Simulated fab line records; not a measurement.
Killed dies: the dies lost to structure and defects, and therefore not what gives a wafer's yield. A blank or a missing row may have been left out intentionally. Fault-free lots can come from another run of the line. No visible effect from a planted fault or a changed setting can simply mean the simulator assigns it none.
A struck lot beside a sound one -- flow berkeley-cmos170 -- 14 out of 331 route steps
Sound: wafers L449.4, L449.5, L449.6. Wafers struck: L454.3, L454.4, L454.5. Last of all comes the cause.
At each step with rows: each side's tool, then ch and its chambers, then its first start. Under that, the readings that differ: sound wafers -- struck wafers -- difference of the means -- sigmas: that difference in standard deviations of wafers without a fault.
alike: same words and numbers on both sides, and readings whose means sit less than 2 such deviations apart. not compared: any withheld reading, any reading some wafer has no value for, any bound like >300 that may hide the same value, and any number with overlapping values for which the record gives no deviation.
Wherever a step has rows on one side only, a row that says differs or no value, or a row with sigmas, the two part there. When numbers do not overlap yet have no deviation, they are printed without sigmas and do not part them. A reading that every wafer of one side lacks parts them only if that side has two wafers or more.

first, 2 steps without rows for these wafers: UCB170_FIELD_CLEAN_00 (cleans in dHF, time 7.5 s); UCB170_FIELD_OXIDATION_01 (target thk 558.3 nm, ox time 7200 s).
UCB170_FIELD_THK_MEAS_02:
  sound on film-metro-04, day 6 21:52; struck on film-metro-02, day 7 16:57
  alike: FIELD_OXIDE_THK
then, 4 steps without rows for these wafers: UCB170_FIELD_ANNEAL_03 (time 1200 s); UCB170_FIELD_WET_ETCH_04 (etches SiO2 in dHF, time 60 s); UCB170_FIELD_WET_ETCH_05 (etches Si3N4 in H3PO4, time 12600 s); UCB170_FIELD_WET_ETCH_06 (etches SiO2 in BOE, time 22 s).
UCB170_FIELD_THK_MEAS_90:
  sound on film-metro-01, day 7 07:05; struck on film-metro-04, day 8 03:59
  alike: FIELD_OXIDE_LEFT_1_THK
then, 2 steps without rows for these wafers: UCB170_SACOX_CLEAN_00 (cleans in dHF, time 7.5 s); UCB170_SACOX_OXIDATION_01 (target thk 14.4 nm, ox time 2400 s).
UCB170_SACOX_THK_MEAS_02:
  sound on film-metro-02, day 7 11:52; struck on film-metro-04, day 8 15:38
  alike: SACOX_OXIDE_THK
then, 1 step without rows for these wafers: UCB170_SCREENOX_WET_ETCH_00 (etches SiO2 in dHF, time 200 s).
UCB170_SCREENOX_OXIDATION_01: target thk 14.4 nm, ox time 2400 s.
  struck on furnace-04, day 8 23:15; sound on furnace-04 ch 0, day 7 16:56
  no value came back on the struck wafers for ox-temp-c (C), ox-temp-c-max, tube-center-temp-C (C); on the sound wafers ox-temp-c (C) reads 899.8 900.1 899.8
then, 1 step without rows for these wafers: UCB170_SCREENOX_ANNEAL_03 (time 900 s).

WHERE THEY PART
At UCB170_SCREENOX_OXIDATION_01 and nowhere else, as far as this record goes.

WHY: what the simulator had put in
Whole step skipped at UCB170_SCREENOX_OXIDATION_01 on furnace-04, starting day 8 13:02. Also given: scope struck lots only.
